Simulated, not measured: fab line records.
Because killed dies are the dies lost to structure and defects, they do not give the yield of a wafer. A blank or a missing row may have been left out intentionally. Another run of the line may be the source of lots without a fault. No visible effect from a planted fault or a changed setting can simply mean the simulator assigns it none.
What tool caused it? ; flow rit_cmos ; 6 lots with 18 wafers sampled at 3 steps, on a route of 202 steps

WHAT THE GAUGES SHOWED, per wafer
RIT_M1_RS_MEAS_01: measurement is done with a four-point probe.
lot;measured;on;M1_AL_RS (ohm/sq)
L316;day 4 05:59;film_metro-04;0.0724 0.0730 0.0732
L317;day 4 16:23;film_metro-01;0.0746 0.0739 0.0751
L320;day 4 23:00;film_metro-04;0.0729 0.0730 0.0725
L324;day 5 21:34;film_metro-02;0.0791 0.0795 0.0803 0.0795 0.0799 0.0803
L330;day 7 01:16;film_metro-02;0.0738 0.0731 0.0726
L334;day 8 00:48;film_metro-04;0.0717 0.0715 0.0715

TOOL THAT RAN EACH LOT (tool first, then ch and the chambers of the sampled wafers, then the start)
lot;RIT_PLDD_STRIP_09;RIT_M1_SPUTTER_00
L316;plasma_asher-04 ch 0,1, day 3 20:01;pvd_sputter-03, day 4 05:40
L317;plasma_asher-03 ch 0,1, day 4 05:40;pvd_sputter-03, day 4 16:05
L320;plasma_asher-04 ch 0,1, day 4 12:01;pvd_sputter-03, day 4 22:41
L324;plasma_asher-04 ch 0,1, day 5 10:48;pvd_sputter-03, day 5 21:16
L330;plasma_asher-01 ch 0, day 6 15:31;pvd_sputter-02, day 7 00:57
L334;plasma_asher-03 ch 0,1, day 7 14:41;pvd_sputter-04, day 8 00:29
- RIT_PLDD_STRIP_09: strips in O2, time 180 s.
- RIT_M1_SPUTTER_00: material Al, target thk 400 nm, time 500 s.

THE ANSWER, worked out from the rows above alone
Rule: what is usual is taken from the lots themselves. Put in order of their means at a reading, lots are off if they are a third of the lots or fewer, leave a main group of 4 or more, and stand apart from it by a gap of 3 or more times the standard deviation of the main group's means; of several such gaps the widest counts. If all means in a main group match to the digits the tables above print for the reading, that group is not used. A lot without any number at a reading at which 4 lots or more have one is off too. Where the step has rows for the other lots, those lots are counted as sound.
Off: L324, seen at RIT_M1_RS_MEAS_01 (M1_AL_RS). The main group has a mean of 0.0730 ohm/sq with a standard deviation of 0.00095.
A tool fits if, at a process step before that reading, it ran every lot that is off, and no sound lot after the first of them. The gauges at RIT_M1_RS_MEAS_01 are tried like those tools. Can't be told from this: 2 tools fit, plasma_asher-04 at RIT_PLDD_STRIP_09, pvd_sputter-03 at RIT_M1_SPUTTER_00.

WHAT THE SIMULATOR PUT IN
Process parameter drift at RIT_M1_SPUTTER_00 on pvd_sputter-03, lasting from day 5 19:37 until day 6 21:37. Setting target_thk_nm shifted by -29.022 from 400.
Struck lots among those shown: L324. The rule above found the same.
